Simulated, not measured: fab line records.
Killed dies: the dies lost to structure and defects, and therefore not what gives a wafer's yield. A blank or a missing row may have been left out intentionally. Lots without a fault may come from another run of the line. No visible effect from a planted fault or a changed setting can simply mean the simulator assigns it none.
The tool behind it: which one? || flow rit cmos || 42 wafers sampled from 14 lots at 1 step of a route of 202

== WHAT EACH GAUGE READ, for each wafer ==
No reading from a measuring or inspecting step in the record can be judged against a usual standard deviation.

== EACH LOT AND THE TOOL THAT RAN IT (in order: tool; ch and the chambers of the sampled wafers; start) ==
{"lot": "L304", "RIT_PLDD_DEVELOP_05": "litho track-01 ch 0, day 3 18:00"}
{"lot": "L305", "RIT_PLDD_DEVELOP_05": "litho track-03 ch 0, day 3 21:00"}
{"lot": "L308", "RIT_PLDD_DEVELOP_05": "litho track-01 ch 0, day 4 09:00"}
{"lot": "L309", "RIT_PLDD_DEVELOP_05": "litho track-03 ch 0, day 4 15:00"}
{"lot": "L310", "RIT_PLDD_DEVELOP_05": "litho track-04 ch 0, day 4 22:00"}
{"lot": "L312", "RIT_PLDD_DEVELOP_05": "litho track-04 ch 0, day 5 04:00"}
{"lot": "L313", "RIT_PLDD_DEVELOP_05": "litho track-03 ch 0, day 5 11:00"}
{"lot": "L314", "RIT_PLDD_DEVELOP_05": "litho track-03, day 5 13:00"}
{"lot": "L315", "RIT_PLDD_DEVELOP_05": "litho track-03, day 5 18:00"}
{"lot": "L320", "RIT_PLDD_DEVELOP_05": "litho track-03 ch 0, day 7 00:00"}
{"lot": "L321", "RIT_PLDD_DEVELOP_05": "litho track-03 ch 0, day 7 03:00"}
{"lot": "L323", "RIT_PLDD_DEVELOP_05": "litho track-04 ch 0, day 7 11:00"}
{"lot": "L324", "RIT_PLDD_DEVELOP_05": "litho track-01 ch 0, day 7 16:00"}
{"lot": "L325", "RIT_PLDD_DEVELOP_05": "litho track-01 ch 0, day 7 23:00"}
- RIT_PLDD_DEVELOP_05: develop time 50 s.

== WHAT THE TOOLS THEMSELVES READ (means of the sampled wafers that have a number; where no wafer has one, the mark that the record gives instead) ==
RIT_PLDD_DEVELOP_05. Usual: chill plate temp C 23.00 C, standard deviation 0.1; exhaust pa 44.9 Pa, standard deviation 0.91.
{"lot": "L304", "tool": "litho track-01", "chill plate temp C (C)": 22.97, "exhaust pa (Pa)": 43.7, "flag": ""}
{"lot": "L305", "tool": "litho track-03", "chill plate temp C (C)": 22.97, "exhaust pa (Pa)": 44.3, "flag": ""}
{"lot": "L308", "tool": "litho track-01", "chill plate temp C (C)": 23.02, "exhaust pa (Pa)": 45.6, "flag": ""}
{"lot": "L309", "tool": "litho track-03", "chill plate temp C (C)": 23.12, "exhaust pa (Pa)": 45.9, "flag": ""}
{"lot": "L310", "tool": "litho track-04", "chill plate temp C (C)": 23.03, "exhaust pa (Pa)": 44.7, "flag": ""}
{"lot": "L312", "tool": "litho track-04", "chill plate temp C (C)": 22.90, "exhaust pa (Pa)": 44.6, "flag": ""}
{"lot": "L313", "tool": "litho track-03", "chill plate temp C (C)": 22.91, "exhaust pa (Pa)": 46.2, "flag": ""}
{"lot": "L314", "tool": "litho track-03", "chill plate temp C (C)": "-", "exhaust pa (Pa)": "-", "flag": "OFF"}
{"lot": "L315", "tool": "litho track-03", "chill plate temp C (C)": "-", "exhaust pa (Pa)": "-", "flag": "OFF"}
{"lot": "L320", "tool": "litho track-03", "chill plate temp C (C)": 22.98, "exhaust pa (Pa)": 44.3, "flag": ""}
{"lot": "L321", "tool": "litho track-03", "chill plate temp C (C)": 22.96, "exhaust pa (Pa)": 44.2, "flag": ""}
{"lot": "L323", "tool": "litho track-04", "chill plate temp C (C)": 23.12, "exhaust pa (Pa)": 43.7, "flag": ""}
{"lot": "L324", "tool": "litho track-01", "chill plate temp C (C)": 22.98, "exhaust pa (Pa)": 45.5, "flag": ""}
{"lot": "L325", "tool": "litho track-01", "chill plate temp C (C)": 23.00, "exhaust pa (Pa)": 45.6, "flag": ""}

== THE ANSWER, worked out from the rows above alone ==
Rule: lot off if the mean of its wafers having a number is beyond 3 standard deviations from the usual mean. A lot without any number at a reading at which 4 lots or more have one is off too. Where the step has rows for the other lots, those lots are counted as sound. First the gauges in route order, then the tools' own readings, where a lot's mean is used as printed above. The first step at which some lot is off is used, and at that step the reading that is off furthest; a lot without a number counts as furthest.
Off: L314, L315 (RIT_PLDD_DEVELOP_05, chill plate temp C). Without a number there: L314, L315.
A tool fits if, at that step or a process step before it, it ran every lot that is off, and no sound lot after the first of them. Not one of the candidates tried fits.

== WHAT THE SIMULATOR HAD PUT IN ==
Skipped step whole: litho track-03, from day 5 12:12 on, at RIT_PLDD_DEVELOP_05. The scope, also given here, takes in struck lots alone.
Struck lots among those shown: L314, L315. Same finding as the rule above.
